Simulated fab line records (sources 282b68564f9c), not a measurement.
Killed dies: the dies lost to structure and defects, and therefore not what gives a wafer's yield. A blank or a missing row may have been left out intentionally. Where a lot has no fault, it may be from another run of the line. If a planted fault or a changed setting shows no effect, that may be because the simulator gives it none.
Which tool did it? || flow rit-cmos || 42 wafers from 14 lots sampled at 3 of the route's 202 steps

WHAT THE GAUGES SHOWED, per wafer
RIT_M1_RS_MEAS_01: measures by four-point-probe. Usual: for M1_AL_RS the level is 0.0735 ohm/sq and the standard deviation is 0.00081.
{"lot": "L741", "measured": "day 3 08:47", "on": "film-metro-01", "M1_AL_RS (ohm/sq)": "0.0726 0.0742 0.0734", "flag": ""}
{"lot": "L742", "measured": "day 3 11:51", "on": "film-metro-04", "M1_AL_RS (ohm/sq)": "0.0728 0.0740 0.0740", "flag": ""}
{"lot": "L743", "measured": "day 3 16:49", "on": "film-metro-04", "M1_AL_RS (ohm/sq)": "0.0748 0.0742 0.0753", "flag": ""}
{"lot": "L744", "measured": "day 3 21:07", "on": "film-metro-01", "M1_AL_RS (ohm/sq)": "0.0739 0.0743 0.0747", "flag": ""}
{"lot": "L748", "measured": "day 4 17:58", "on": "film-metro-02", "M1_AL_RS (ohm/sq)": "0.0735 0.0736 0.0740", "flag": ""}
{"lot": "L749", "measured": "day 5 01:13", "on": "film-metro-02", "M1_AL_RS (ohm/sq)": "0.0740 0.0740 0.0736", "flag": ""}
{"lot": "L752", "measured": "day 5 16:37", "on": "film-metro-01", "M1_AL_RS (ohm/sq)": "0.0653 0.0730 0.0722 0.0654 0.0729 0.0723", "flag": "OFF"}
{"lot": "L753", "measured": "day 5 23:43", "on": "film-metro-01", "M1_AL_RS (ohm/sq)": "0.0723 0.0737 0.0731", "flag": ""}
{"lot": "L754", "measured": "day 6 01:53", "on": "film-metro-02", "M1_AL_RS (ohm/sq)": "0.0653 0.0720 0.0726 0.0654 0.0720 0.0728", "flag": "OFF"}
{"lot": "L755", "measured": "day 6 04:40", "on": "film-metro-04", "M1_AL_RS (ohm/sq)": "0.0743 0.0734 0.0731", "flag": ""}
{"lot": "L758", "measured": "day 6 19:49", "on": "film-metro-01", "M1_AL_RS (ohm/sq)": "0.0732 0.0735 0.0738", "flag": ""}
{"lot": "L760", "measured": "day 7 13:19", "on": "film-metro-04", "M1_AL_RS (ohm/sq)": "0.0734 0.0730 0.0738", "flag": ""}
{"lot": "L762", "measured": "day 7 20:23", "on": "film-metro-04", "M1_AL_RS (ohm/sq)": "0.0750 0.0745 0.0745", "flag": ""}
{"lot": "L763", "measured": "day 8 04:52", "on": "film-metro-01", "M1_AL_RS (ohm/sq)": "0.0729 0.0733 0.0731", "flag": ""}

RIT_M1_THK_MEAS_02: measures by xrf. Usual: for M1_AL_THK the level is 401 nm and the standard deviation is 5.6.
{"lot": "L741", "measured": "day 3 08:54", "on": "film-metro-01", "M1_AL_THK (nm)": "406 396 402", "flag": ""}
{"lot": "L742", "measured": "day 3 11:58", "on": "film-metro-04", "M1_AL_THK (nm)": "402 396 397", "flag": ""}
{"lot": "L743", "measured": "day 3 16:56", "on": "film-metro-04", "M1_AL_THK (nm)": "393 398 393", "flag": ""}
{"lot": "L744", "measured": "day 3 21:13", "on": "film-metro-01", "M1_AL_THK (nm)": "399 398 393", "flag": ""}
{"lot": "L748", "measured": "day 4 18:05", "on": "film-metro-02", "M1_AL_THK (nm)": "399 401 395", "flag": ""}
{"lot": "L749", "measured": "day 5 01:20", "on": "film-metro-02", "M1_AL_THK (nm)": "395 397 398", "flag": ""}
{"lot": "L752", "measured": "day 5 19:55", "on": "film-metro-01", "M1_AL_THK (nm)": "450 405 412 454 409 410", "flag": "OFF"}
{"lot": "L753", "measured": "day 5 23:50", "on": "film-metro-01", "M1_AL_THK (nm)": "408 403 406", "flag": ""}
{"lot": "L754", "measured": "day 6 05:58", "on": "film-metro-02", "M1_AL_THK (nm)": "453 411 407 450 410 405", "flag": "OFF"}
{"lot": "L755", "measured": "day 6 04:47", "on": "film-metro-04", "M1_AL_THK (nm)": "395 402 403", "flag": ""}
{"lot": "L758", "measured": "day 6 19:56", "on": "film-metro-01", "M1_AL_THK (nm)": "403 407 402", "flag": ""}
{"lot": "L760", "measured": "day 7 13:26", "on": "film-metro-04", "M1_AL_THK (nm)": "400 403 397", "flag": ""}
{"lot": "L762", "measured": "day 7 20:30", "on": "film-metro-04", "M1_AL_THK (nm)": "393 396 393", "flag": ""}
{"lot": "L763", "measured": "day 8 04:59", "on": "film-metro-01", "M1_AL_THK (nm)": "406 406 407", "flag": ""}

TOOL THAT RAN EACH LOT (tool first, then ch and the chambers of the sampled wafers, then the start)
{"lot": "L741", "RIT_M1_SPUTTER_00": "pvd-sputter-04, day 3 08:29"}
{"lot": "L742", "RIT_M1_SPUTTER_00": "pvd-sputter-01, day 3 11:32"}
{"lot": "L743", "RIT_M1_SPUTTER_00": "pvd-sputter-04, day 3 16:30"}
{"lot": "L744", "RIT_M1_SPUTTER_00": "pvd-sputter-01, day 3 20:48"}
{"lot": "L748", "RIT_M1_SPUTTER_00": "pvd-sputter-03, day 4 17:40"}
{"lot": "L749", "RIT_M1_SPUTTER_00": "pvd-sputter-04, day 5 00:54"}
{"lot": "L752", "RIT_M1_SPUTTER_00": "pvd-sputter-01, day 5 16:20"}
{"lot": "L753", "RIT_M1_SPUTTER_00": "pvd-sputter-03, day 5 23:25"}
{"lot": "L754", "RIT_M1_SPUTTER_00": "pvd-sputter-01, day 6 01:34"}
{"lot": "L755", "RIT_M1_SPUTTER_00": "pvd-sputter-04, day 6 04:23"}
{"lot": "L758", "RIT_M1_SPUTTER_00": "pvd-sputter-04, day 6 19:31"}
{"lot": "L760", "RIT_M1_SPUTTER_00": "pvd-sputter-04, day 7 13:00"}
{"lot": "L762", "RIT_M1_SPUTTER_00": "pvd-sputter-04, day 7 20:05"}
{"lot": "L763", "RIT_M1_SPUTTER_00": "pvd-sputter-03, day 8 04:35"}
- RIT_M1_SPUTTER_00: material Al, target thk 400 nm, time 500 s.

AS READ BY THE TOOLS THEMSELVES (means over the sampled wafers that have a number; for cases with no such wafer, the mark the record gives instead)
RIT_M1_SPUTTER_00. Usual: throttle-valve-pct at 29.8 %, with a standard deviation of 0.99.
{"lot": "L741", "tool": "pvd-sputter-04", "throttle-valve-pct (%)": 29.8, "flag": ""}
{"lot": "L742", "tool": "pvd-sputter-01", "throttle-valve-pct (%)": 29.7, "flag": ""}
{"lot": "L743", "tool": "pvd-sputter-04", "throttle-valve-pct (%)": 29.7, "flag": ""}
{"lot": "L744", "tool": "pvd-sputter-01", "throttle-valve-pct (%)": 28.6, "flag": ""}
{"lot": "L748", "tool": "pvd-sputter-03", "throttle-valve-pct (%)": 30.6, "flag": ""}
{"lot": "L749", "tool": "pvd-sputter-04", "throttle-valve-pct (%)": 29.9, "flag": ""}
{"lot": "L752", "tool": "pvd-sputter-01", "throttle-valve-pct (%)": 29.3, "flag": ""}
{"lot": "L753", "tool": "pvd-sputter-03", "throttle-valve-pct (%)": 29.4, "flag": ""}
{"lot": "L754", "tool": "pvd-sputter-01", "throttle-valve-pct (%)": 29.9, "flag": ""}
{"lot": "L755", "tool": "pvd-sputter-04", "throttle-valve-pct (%)": 30.1, "flag": ""}
{"lot": "L758", "tool": "pvd-sputter-04", "throttle-valve-pct (%)": 30.0, "flag": ""}
{"lot": "L760", "tool": "pvd-sputter-04", "throttle-valve-pct (%)": 30.2, "flag": ""}
{"lot": "L762", "tool": "pvd-sputter-04", "throttle-valve-pct (%)": 30.0, "flag": ""}
{"lot": "L763", "tool": "pvd-sputter-03", "throttle-valve-pct (%)": 29.3, "flag": ""}

THE ANSWER, worked out from the rows above alone
Rule: take the mean of a lot's wafers that have a number; if it is more than 3 standard deviations from the usual mean, the lot is off. A lot without any number at a reading at which 4 lots or more have one is off too. All remaining lots with rows at the step are treated as sound. Order of review: gauges by route order, followed by the tools' own readings, for which a lot's mean as printed above is used. The first step at which some lot is off is used, and at that step the reading that is off furthest; a lot without a number counts as furthest.
Off: L752, L754, at RIT_M1_RS_MEAS_01 (M1_AL_RS).
If a tool, at a process step before that reading, ran all the lots that are off and no sound lot after the first of them, it fits. Gauges at RIT_M1_RS_MEAS_01: tried the same way as those tools. One candidate fits, namely pvd-sputter-01 at RIT_M1_SPUTTER_00. Its last sound lot is L744 (day 3 20:48), its first lot that is off L752 (day 5 16:20): a fault that began between those two fits.

WHAT THE SIMULATOR PUT IN
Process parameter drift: pvd-sputter-01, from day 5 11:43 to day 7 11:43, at RIT_M1_SPUTTER_00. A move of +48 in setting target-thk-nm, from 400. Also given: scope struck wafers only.
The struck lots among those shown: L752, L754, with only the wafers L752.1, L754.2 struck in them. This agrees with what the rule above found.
